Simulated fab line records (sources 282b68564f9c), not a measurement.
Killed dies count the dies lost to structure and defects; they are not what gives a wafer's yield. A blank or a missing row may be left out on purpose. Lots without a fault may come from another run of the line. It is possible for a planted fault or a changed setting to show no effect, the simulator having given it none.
fab line records    flow rit-cmos    part 1 of 2: steps 1 to 33 of 46
record lots=5  wafers=15  last-day=6
route steps=202 shown PWELL@46 WELLDRIVE@50 NWELL@51 NRETRO@53 PRETRO@64 GATE@75 FOX2@80
lots that met no fault: taken from a fault-free run of the same line
start-h: hours from the record's first day to the start of the lot's first wafer shown    wait-h: time in hours since the lot's previous step    " identical to the entry in the row above    L1.1+2: one row covering several wafers at once    - value missing, or start not given    * or withheld: withheld    < > ~ a bound
route shown NAME@n: names a module that has steps shown in the file, with the first one's number in the route    usual: mean/standard deviation taken from wafers without a fault    same: alike in all rows    chamber/n: place in a boat    sites: each site's reading    _std_site: the standard deviation of these    _edge_site: the outer-site mean with the inner-site mean subtracted    radius-mm: for every site, how far away it sits from the centre of the wafer    mask NAME#n: copy n    behind: the most recent tool/chamber to have shaped the wafer    hold: cause of the lot's hold/its duration in hours/its outcome    device: transistor that didn't switch, given as n, p or np    end of line: tests of these same wafers at the route's end    a step without rows: its recipe alone    killed: dies that structure and defects cost at the first sort, which is not the same as the wafer's yield    map: a wafer's dies, marking killed ones x, the rest . and places with no die _
set.NAME: the setting as run; set.NAME@STEP: as run at that earlier step    model.NAME: the simulator's own value behind a step, which no gauge read
lots at some steps of the route; a table a step, a row a wafer
services: when a tool's chamber went out of use (start-h, in hours from the record's first day, below 0 if earlier), for how many hours, and the reason
## steps
# step RIT_PWELL_HARDBAKE_07
# recipe resist=NOVOLAK  temp-c=140  time-s=120
# same time-s=120
lot.wafer   tool            chamber  start-h  wait-h
L074.3+4+6  litho-track-03  0        23.56    0.1
L082.1+4+6  litho-track-02  0        62.68    0.3
L083.2+4+6  litho-track-02  0        67.61    0.1
L086.1+2+3  litho-track-01  0        85.37    0.0
L090.2+4+6  litho-track-03  0        103.05   0.1
# step RIT_PWELL_IMPLANT_08
# recipe species=B  energy-kev=170  dose-cm2=7e+13  tilt-deg=7
lot.wafer   tool          chamber  start-h  wait-h
L074.3+4+6  implanter-04  0        23.78    0.2
L082.1+4+6  implanter-01  0        62.93    0.2
L083.2+4+6  implanter-04  0        67.84    0.2
L086.1+2+3  implanter-04  0        85.62    0.2
L090.2+4+6  implanter-04  0        103.29   0.2
# step RIT_PWELL_STRIP_09
# recipe chemistry=O2  time-s=180  resist=NOVOLAK  platen-temp-c=withheld  power-w=500  pressure-mtorr=4000  o2-flow-sccm=4000
# usual drypump-motor-current-A=5.4/0.67  o2-flow-sccm=4002/12
# same time-s=180
lot.wafer  tool             chamber  start-h  wait-h  drypump-motor-current-A  o2-flow-sccm  rf-hours-counter-h
L074.3     plasma-asher-01  1        23.94    0.1     6.4                      4000          -
L074.4     "                0        "        "       4.9                      4012          -
L074.6     "                1        "        "       6.4                      3995          -
L082.1     plasma-asher-02  1        63.08    0.1     4.7                      3993          43
L082.4     "                0        "        "       5.1                      4014          -
L082.6     "                0        "        "       5.1                      3996          -
L083.2     plasma-asher-02  0        67.97    0.1     5.1                      4006          43
L083.4     "                1        "        "       4.7                      3997          -
L083.6     "                1        "        "       4.7                      4008          -
L086.1     plasma-asher-02  0        85.77    0.1     5.1                      4009          45
L086.2     "                1        "        "       4.7                      3993          45
L086.3     "                1        "        "       4.6                      3994          -
L090.2     plasma-asher-02  1        103.41   0.1     4.7                      3982          46
L090.4     "                1        "        "       4.7                      3992          -
L090.6     "                0        "        "       5.1                      4010          -
# step RIT_PWELL_TW_MEAS_10
# usual PWELL_TW=951/7.4
lot.wafer  tool           chamber  start-h  wait-h  PWELL_TW
L074.3     film-metro-03  -        24.07    0.1     957
L074.4     "              -        "        "       956
L074.6     "              -        "        "       957
L082.1     film-metro-01  -        63.26    0.1     943
L082.4     "              -        "        "       944
L082.6     "              -        "        "       946
L083.2     film-metro-04  -        68.15    0.1     964
L083.4     "              -        "        "       970
L083.6     "              -        "        "       960
L086.1     film-metro-04  -        85.95    0.1     957
L086.2     "              -        "        "       961
L086.3     "              -        "        "       957
L090.2     film-metro-01  -        103.60   0.1     946
L090.4     "              -        "        "       950
L090.6     "              -        "        "       944
# step RIT_WELLDRIVE_ANNEAL_00
# recipe temp-c=1100  time-s=14700  ambient=N2
# same time-s=14700
lot.wafer   tool        chamber  start-h  wait-h
L074.3+4+6  furnace-04  0        24.87    0.8
L082.1+4+6  furnace-01  0        64.16    0.9
L083.2+4+6  furnace-04  0        70.14    2.0
L086.1+2+3  furnace-03  0        86.01    0.1
L090.2+4+6  furnace-01  0        104.68   1.1
# step RIT_WELLDRIVE_RS_MEAS_01
# recipe thk-meas-gauge=four-point-probe
# usual NWELL_RS=275.2/0.84
lot.wafer  tool           chamber  start-h  wait-h  NWELL_RS[ohm/sq]
L074.3     film-metro-01  -        30.00    0.0     275.3
L074.4     "              -        "        "       275.2
L074.6     "              -        "        "       275.3
L082.1     film-metro-03  -        69.24    0.0     276.3
L082.4     "              -        "        "       275.7
L082.6     "              -        "        "       276.3
L083.2     film-metro-01  -        75.24    0.0     273.9
L083.4     "              -        "        "       272.4
L083.6     "              -        "        "       273.7
L086.1     film-metro-04  -        91.09    0.0     274.6
L086.2     "              -        "        "       275.5
L086.3     "              -        "        "       276.5
L090.2     film-metro-01  -        109.78   0.0     275.5
L090.4     "              -        "        "       275.2
L090.6     "              -        "        "       275.7
# step RIT_WELLDRIVE_RS_MEAS_02
# recipe thk-meas-gauge=four-point-probe
# usual PWELL_RS=429.0/1.1
lot.wafer  tool           chamber  start-h  wait-h  PWELL_RS[ohm/sq]
L074.3     film-metro-01  -        30.12    0.1     426.8
L074.4     "              -        "        "       428.0
L074.6     "              -        "        "       425.7
L082.1     film-metro-03  -        69.36    0.1     430.7
L082.4     "              -        "        "       430.7
L082.6     "              -        "        "       430.9
L083.2     film-metro-01  -        75.36    0.1     430.4
L083.4     "              -        "        "       430.6
L083.6     "              -        "        "       429.5
L086.1     film-metro-04  -        91.21    0.1     430.3
L086.2     "              -        "        "       431.3
L086.3     "              -        "        "       429.2
L090.2     film-metro-01  -        109.90   0.1     428.6
L090.4     "              -        "        "       427.7
L090.6     "              -        "        "       428.0
# step RIT_NRETRO_HMDS_00
# recipe prime-time-s=60  prime-temp-c=140
lot.wafer   tool            chamber  start-h  wait-h
L074.3+4+6  litho-track-02  0        30.25    0.1
L082.1+4+6  litho-track-04  0        69.48    0.1
L083.2+4+6  litho-track-01  0        75.48    0.1
L086.1+2+3  litho-track-02  0        91.33    0.1
L090.2+4+6  litho-track-04  0        110.02   0.1
# step RIT_NRETRO_COAT_01
# recipe resist=NOVOLAK  spin-rpm=2000  resist-thk-nm=1300
lot.wafer   tool            chamber  start-h  wait-h
L074.3+4+6  litho-track-02  0        30.40    0.1
L082.1+4+6  litho-track-04  0        69.63    0.1
L083.2+4+6  litho-track-01  0        75.63    0.1
L086.1+2+3  litho-track-02  0        91.48    0.1
L090.2+4+6  litho-track-04  0        110.17   0.1
# step RIT_NRETRO_SOFTBAKE_02
# recipe resist=NOVOLAK  temp-c=90  time-s=60
# same time-s=60
lot.wafer   tool            chamber  start-h  wait-h
L074.3+4+6  litho-track-02  0        30.55    0.1
L082.1+4+6  litho-track-04  0        69.78    0.1
L083.2+4+6  litho-track-01  0        75.78    0.1
L086.1+2+3  litho-track-02  0        91.63    0.1
L090.2+4+6  litho-track-04  0        110.32   0.1
# step RIT_NRETRO_EXPOSE_03
# recipe mask-id=M4  na=0.57  target-cd-nm=43900  dose-mj=250
# usual exposure-dose-mJ-cm2=250.00/0.23
lot.wafer  tool              chamber  start-h  wait-h  mask  exposure-dose-mJ-cm2
L074.3     iline-stepper-02  0        30.81    0.2     M4#0  249.84
L074.4     "                 0        "        "       M4#0  249.90
L074.6     "                 0        "        "       M4#0  249.85
L082.1     iline-stepper-01  0        69.93    0.1     M4#0  249.92
L082.4     "                 0        "        "       M4#0  249.92
L082.6     "                 0        "        "       M4#0  249.77
L083.2     iline-stepper-02  0        76.05    0.2     M4#0  249.93
L083.4     "                 0        "        "       M4#0  249.95
L083.6     "                 0        "        "       M4#0  249.81
L086.1     iline-stepper-02  0        92.00    0.3     M4#0  249.88
L086.2     "                 0        "        "       M4#0  250.36
L086.3     "                 0        "        "       M4#0  249.76
L090.2     iline-stepper-02  0        110.47   0.1     M4#0  250.21
L090.4     "                 0        "        "       M4#0  249.96
L090.6     "                 0        "        "       M4#0  250.16
# step RIT_NRETRO_PEB_04
# recipe resist=NOVOLAK  temp-c=withheld  time-s=withheld
lot.wafer   tool            chamber  start-h  wait-h
L074.3+4+6  litho-track-01  0        30.94    0.1
L082.1+4+6  litho-track-01  0        70.05    0.1
L083.2+4+6  litho-track-02  0        76.19    0.1
L086.1+2+3  litho-track-04  0        92.11    0.1
L090.2+4+6  litho-track-04  0        110.59   0.1
# step RIT_NRETRO_DEVELOP_05
# recipe resist=NOVOLAK  develop-time-s=68  dev-temp-c=23
# usual developer-temp-C=23.00/0.11
lot.wafer  tool            chamber  start-h  wait-h  developer-temp-C
L074.3     litho-track-01  0        -        -       23.00
L074.4     "               0        "        "       22.93
L074.6     "               0        "        "       22.93
L082.1     litho-track-01  0        -        -       22.86
L082.4     "               0        "        "       22.84
L082.6     "               0        "        "       22.99
L083.2     litho-track-02  0        -        -       23.08
L083.4     "               0        "        "       22.93
L083.6     "               0        "        "       23.06
L086.1     litho-track-04  0        -        -       23.05
L086.2     "               0        "        "       23.06
L086.3     "               0        "        "       22.96
L090.2     litho-track-04  0        -        -       23.05
L090.4     "               0        "        "       22.94
L090.6     "               0        "        "       22.96
# step RIT_NRETRO_OVL_MEAS_06
# usual NRETRO_OVL=0.1/1.3
lot.wafer  tool        chamber  start-h  wait-h  NRETRO_OVL[nm]
L074.3     overlay-01  -        31.21    -       -0.5
L074.4     "           -        "        "       0.2
L074.6     "           -        "        "       0.3
L082.1     overlay-01  -        70.36    -       0.6
L082.4     "           -        "        "       0.7
L082.6     "           -        "        "       -0.1
L083.2     overlay-02  -        76.48    -       0.5
L083.4     "           -        "        "       0.6
L083.6     "           -        "        "       1.2
L086.1     overlay-01  -        92.43    -       1.1
L086.2     "           -        "        "       0.9
L086.3     "           -        "        "       1.9
L090.2     overlay-01  -        110.88   -       1.0
L090.4     "           -        "        "       0.8
L090.6     "           -        "        "       0.8
# step RIT_NRETRO_HARDBAKE_07
# recipe resist=NOVOLAK  temp-c=140  time-s=120
# same time-s=120
lot.wafer   tool            chamber  start-h  wait-h
L074.3+4+6  litho-track-02  0        31.32    0.1
L082.1+4+6  litho-track-02  0        70.40    0.0
L083.2+4+6  litho-track-01  0        76.67    0.2
L086.1+2+3  litho-track-01  0        92.56    0.1
L090.2+4+6  litho-track-01  0        110.96   0.1
# step RIT_NRETRO_IMPLANT_08
# recipe species=P  energy-kev=70  dose-cm2=1e+13  tilt-deg=7
lot.wafer   tool          chamber  start-h  wait-h
L074.3+4+6  implanter-03  0        31.54    0.2
L082.1+4+6  implanter-02  0        70.65    0.2
L083.2+4+6  implanter-04  0        76.90    0.2
L086.1+2+3  implanter-03  0        92.81    0.2
L090.2+4+6  implanter-02  0        111.19   0.2
# step RIT_NRETRO_STRIP_09
# recipe chemistry=O2  time-s=180  resist=NOVOLAK  platen-temp-c=withheld  power-w=500  pressure-mtorr=4000  o2-flow-sccm=4000
# usual drypump-motor-current-A=5.7/0.5  o2-flow-sccm=4000/14
# same time-s=180
lot.wafer  tool             chamber  start-h  wait-h  drypump-motor-current-A  o2-flow-sccm  rf-hours-counter-h
L074.3     plasma-asher-02  1        31.70    0.1     4.7                      4003          -
L074.4     "                0        "        "       5.2                      4020          -
L074.6     "                0        "        "       5.2                      4007          -
L082.1     plasma-asher-03  0        70.80    0.1     5.6                      4025          41
L082.4     "                1        "        "       5.6                      4003          -
L082.6     "                0        "        "       5.6                      3985          -
L083.2     plasma-asher-03  1        77.03    0.1     5.7                      3987          42
L083.4     "                1        "        "       5.7                      4007          -
L083.6     "                0        "        "       5.6                      3985          -
L086.1     plasma-asher-04  0        92.96    0.1     6.3                      3985          31
L086.2     "                1        "        "       5.9                      3996          31
L086.3     "                1        "        "       5.9                      4004          -
L090.2     plasma-asher-04  0        111.31   0.1     6.4                      3992          33
L090.4     "                1        "        "       5.9                      4009          -
L090.6     "                1        "        "       5.9                      4023          -
# step RIT_NRETRO_TW_MEAS_10
# usual NRETRO_TW=1054/6.6
lot.wafer  tool           chamber  start-h  wait-h  NRETRO_TW
L074.3     film-metro-02  -        31.83    0.1     1053
L074.4     "              -        "        "       1049
L074.6     "              -        "        "       1049
L082.1     film-metro-03  -        70.97    0.1     1053
L082.4     "              -        "        "       1054
L082.6     "              -        "        "       1054
L083.2     film-metro-03  -        77.21    0.1     1045
L083.4     "              -        "        "       1053
L083.6     "              -        "        "       1044
L086.1     film-metro-03  -        93.14    0.1     1050
L086.2     "              -        "        "       1050
L086.3     "              -        "        "       1043
L090.2     film-metro-04  -        111.50   0.1     1060
L090.4     "              -        "        "       1055
L090.6     "              -        "        "       1060
# step RIT_PRETRO_HMDS_00
# recipe prime-time-s=60  prime-temp-c=140
lot.wafer   tool            chamber  start-h  wait-h
L074.3+4+6  litho-track-02  0        31.92    0.1
L082.1+4+6  litho-track-03  0        71.03    0.1
L083.2+4+6  litho-track-03  0        77.29    0.1
L086.1+2+3  litho-track-03  0        93.20    0.1
L090.2+4+6  litho-track-04  0        111.57   0.1
# step RIT_PRETRO_COAT_01
# recipe resist=NOVOLAK  spin-rpm=2000  resist-thk-nm=1316
lot.wafer   tool            chamber  start-h  wait-h
L074.3+4+6  litho-track-02  0        32.07    0.1
L082.1+4+6  litho-track-03  0        71.18    0.1
L083.2+4+6  litho-track-03  0        77.44    0.1
L086.1+2+3  litho-track-03  0        93.35    0.1
L090.2+4+6  litho-track-04  0        111.72   0.1
# step RIT_PRETRO_SOFTBAKE_02
# recipe resist=NOVOLAK  temp-c=90  time-s=60
# same time-s=60
lot.wafer   tool            chamber  start-h  wait-h
L074.3+4+6  litho-track-02  0        32.22    0.1
L082.1+4+6  litho-track-03  0        71.33    0.1
L083.2+4+6  litho-track-03  0        77.59    0.1
L086.1+2+3  litho-track-03  0        93.50    0.1
L090.2+4+6  litho-track-04  0        111.87   0.1
# step RIT_PRETRO_EXPOSE_03
# recipe mask-id=M5  na=0.57  target-cd-nm=43700  dose-mj=250
# usual exposure-dose-mJ-cm2=250.00/0.28
lot.wafer  tool              chamber  start-h  wait-h  mask  exposure-dose-mJ-cm2
L074.3     iline-stepper-02  0        32.36    0.1     M5#0  249.95
L074.4     "                 0        "        "       M5#0  249.91
L074.6     "                 0        "        "       M5#0  250.06
L082.1     iline-stepper-02  0        71.61    0.2     M5#0  250.02
L082.4     "                 0        "        "       M5#0  249.95
L082.6     "                 0        "        "       M5#0  250.09
L083.2     iline-stepper-01  0        77.86    0.2     M5#0  250.18
L083.4     "                 0        "        "       M5#0  250.01
L083.6     "                 0        "        "       M5#0  249.85
L086.1     iline-stepper-01  0        93.77    0.2     M5#0  250.19
L086.2     "                 0        "        "       M5#0  250.31
L086.3     "                 0        "        "       M5#0  250.58
L090.2     iline-stepper-02  0        112.14   0.2     M5#0  249.82
L090.4     "                 0        "        "       M5#0  250.24
L090.6     "                 0        "        "       M5#0  250.17
# step RIT_PRETRO_PEB_04
# recipe resist=NOVOLAK  temp-c=withheld  time-s=withheld
lot.wafer   tool            chamber  start-h  wait-h
L074.3+4+6  litho-track-04  0        32.49    0.1
L082.1+4+6  litho-track-04  0        71.73    0.1
L083.2+4+6  litho-track-04  0        77.98    0.1
L086.1+2+3  litho-track-03  0        93.89    0.1
L090.2+4+6  litho-track-04  0        112.27   0.1
# step RIT_PRETRO_DEVELOP_05
# recipe resist=NOVOLAK  develop-time-s=68  dev-temp-c=23
# usual developer-temp-C=22.98/0.096
lot.wafer  tool            chamber  start-h  wait-h  developer-temp-C
L074.3     litho-track-04  0        -        -       22.96
L074.4     "               0        "        "       22.95
L074.6     "               0        "        "       22.89
L082.1     litho-track-04  0        -        -       23.01
L082.4     "               0        "        "       22.92
L082.6     "               0        "        "       22.99
L083.2     litho-track-04  0        -        -       22.99
L083.4     "               0        "        "       23.04
L083.6     "               0        "        "       22.96
L086.1     litho-track-03  0        -        -       22.97
L086.2     "               0        "        "       22.90
L086.3     "               0        "        "       23.11
L090.2     litho-track-04  0        -        -       22.93
L090.4     "               0        "        "       22.96
L090.6     "               0        "        "       23.02
# step RIT_PRETRO_OVL_MEAS_06
# usual PRETRO_OVL=1.2/1.2
lot.wafer  tool        chamber  start-h  wait-h  PRETRO_OVL[nm]
L074.3     overlay-01  -        32.76    -       2.2
L074.4     "           -        "        "       0.5
L074.6     "           -        "        "       -0.4
L082.1     overlay-02  -        72.04    -       1.5
L082.4     "           -        "        "       3.0
L082.6     "           -        "        "       1.9
L083.2     overlay-01  -        78.27    -       -0.9
L083.4     "           -        "        "       0.7
L083.6     "           -        "        "       -0.7
L086.1     overlay-02  -        94.20    -       -0.3
L086.2     "           -        "        "       -0.4
L086.3     "           -        "        "       -0.3
L090.2     overlay-02  -        112.56   -       1.4
L090.4     "           -        "        "       1.3
L090.6     "           -        "        "       0.5
# step RIT_PRETRO_HARDBAKE_07
# recipe resist=NOVOLAK  temp-c=140  time-s=120
# same time-s=120
lot.wafer   tool            chamber  start-h  wait-h
L074.3+4+6  litho-track-02  0        32.87    0.1
L082.1+4+6  litho-track-02  0        72.08    0.0
L083.2+4+6  litho-track-03  0        78.35    0.1
L086.1+2+3  litho-track-02  0        94.24    0.0
L090.2+4+6  litho-track-03  0        112.73   0.2
# step RIT_PRETRO_IMPLANT_08
# recipe species=B  energy-kev=45  dose-cm2=1.2e+13  tilt-deg=7
lot.wafer   tool          chamber  start-h  wait-h
L074.3+4+6  implanter-02  0        33.09    0.2
L082.1+4+6  implanter-01  0        72.33    0.2
L083.2+4+6  implanter-03  0        78.58    0.2
L086.1+2+3  implanter-03  0        94.49    0.2
L090.2+4+6  implanter-02  0        112.96   0.2
# step RIT_PRETRO_STRIP_09
# recipe chemistry=O2  time-s=180  resist=NOVOLAK  platen-temp-c=withheld  power-w=500  pressure-mtorr=4000  o2-flow-sccm=4000
# usual drypump-motor-current-A=5.8/0.55  o2-flow-sccm=4001/12
# same time-s=180
lot.wafer  tool             chamber  start-h  wait-h  drypump-motor-current-A  o2-flow-sccm  rf-hours-counter-h
L074.3     plasma-asher-01  1        33.25    0.1     6.4                      3997          -
L074.4     "                0        "        "       4.9                      4020          -
L074.6     "                0        "        "       4.9                      4011          -
L082.1     plasma-asher-04  1        72.48    0.1     5.9                      4014          29
L082.4     "                0        "        "       6.3                      3995          -
L082.6     "                0        "        "       6.3                      3985          -
L083.2     plasma-asher-04  0        78.70    0.1     6.3                      3981          30
L083.4     "                0        "        "       6.3                      4016          -
L083.6     "                0        "        "       6.3                      3990          -
L086.1     plasma-asher-01  0        94.64    0.1     4.9                      3983          45
L086.2     "                1        "        "       6.4                      4011          45
L086.3     "                1        "        "       6.3                      3985          -
L090.2     plasma-asher-04  1        113.09   0.1     5.9                      4011          34
L090.4     "                0        "        "       6.3                      4012          -
L090.6     "                1        "        "       5.9                      3998          -
# step RIT_PRETRO_TW_MEAS_10
# usual PRETRO_TW=473.9/2.2
lot.wafer  tool           chamber  start-h  wait-h  PRETRO_TW
L074.3     film-metro-03  -        33.38    0.1     475.6
L074.4     "              -        "        "       476.5
L074.6     "              -        "        "       475.9
L082.1     film-metro-02  -        72.65    0.1     472.9
L082.4     "              -        "        "       474.8
L082.6     "              -        "        "       474.8
L083.2     film-metro-01  -        78.89    0.1     468.5
L083.4     "              -        "        "       470.7
L083.6     "              -        "        "       471.1
L086.1     film-metro-02  -        94.81    0.1     475.6
L086.2     "              -        "        "       476.0
L086.3     "              -        "        "       474.8
L090.2     film-metro-01  -        113.27   0.1     474.2
L090.4     "              -        "        "       474.0
L090.6     "              -        "        "       472.6
# step RIT_GATE_WET_ETCH_00
# recipe chemistry=BOE  target=SiO2  target-depth-nm=56  time-s=60  dry=n2-spin  dilution=10:1  temp-c=21.5
# usual temp-c=21.49/0.12
# same time-s=60
lot.wafer  tool          chamber  start-h  wait-h  temp-c
L074.3     wet-bench-01  3        33.42    0.0     21.58
L074.4     "             3        "        "       21.62
L074.6     "             3        "        "       21.64
L082.1     wet-bench-03  1        72.71    0.1     21.52
L082.4     "             1        "        "       21.39
L082.6     "             1        "        "       21.49
L083.2     wet-bench-04  1        78.94    0.0     21.27
L083.4     "             1        "        "       21.48
L083.6     "             1        "        "       21.35
L086.1     wet-bench-01  2        94.87    0.1     21.48
L086.2     "             2        "        "       21.35
L086.3     "             2        "        "       21.37
L090.2     wet-bench-01  1        113.32   0.0     21.54
L090.4     "             1        "        "       21.42
L090.6     "             1        "        "       21.47
# step RIT_GATE_CLEAN_01
# recipe chemistry=SC1  mix=3:3:50  time-s=600  temp-c=75
# usual temp-c=75.00/0.12
# same time-s=600
lot.wafer  tool          chamber  start-h  wait-h  temp-c
L074.3     wet-bench-03  1        33.45    0.0     75.09
L074.4     "             1        "        "       74.99
L074.6     "             1        "        "       75.15
L082.1     wet-bench-01  1        72.74    0.0     75.07
L082.4     "             1        "        "       74.96
L082.6     "             1        "        "       74.96
L083.2     wet-bench-03  0        78.97    0.0     75.17
L083.4     "             0        "        "       74.93
L083.6     "             0        "        "       74.95
L086.1     wet-bench-03  2        94.90    0.0     75.00
L086.2     "             2        "        "       74.96
L086.3     "             2        "        "       74.86
L090.2     wet-bench-04  2        113.35   0.0     75.07
L090.4     "             2        "        "       75.10
L090.6     "             2        "        "       75.10
# step RIT_GATE_CLEAN_02
# recipe chemistry=dHF  dilution=50:1  time-s=30
# same time-s=30
lot.wafer   tool          chamber  start-h  wait-h
L074.3+4+6  wet-bench-04  1        33.62    0.0
L082.1+4+6  wet-bench-04  3        72.91    0.0
L083.2+4+6  wet-bench-04  0        79.14    0.0
L086.1+2+3  wet-bench-04  2        95.07    0.0
L090.2+4+6  wet-bench-01  2        113.52   0.0
# step RIT_GATE_CLEAN_03
# recipe chemistry=SC2  mix=3:3:50  time-s=600  temp-c=75  dry=n2-spin
# usual temp-c=74.98/0.13
# same time-s=600
lot.wafer  tool          chamber  start-h  wait-h  temp-c
L074.3     wet-bench-01  3        33.64    0.0     75.03
L074.4     "             3        "        "       75.04
L074.6     "             3        "        "       74.95
L082.1     wet-bench-03  3        72.93    0.0     74.88
L082.4     "             3        "        "       75.05
L082.6     "             3        "        "       74.93
L083.2     wet-bench-03  1        79.16    0.0     74.95
L083.4     "             1        "        "       74.87
L083.6     "             1        "        "       74.96
L086.1     wet-bench-01  1        95.09    0.0     74.78
L086.2     "             1        "        "       74.88
L086.3     "             1        "        "       75.02
L090.2     wet-bench-03  1        113.54   0.0     75.35
L090.4     "             1        "        "       75.12
L090.6     "             1        "        "       75.16
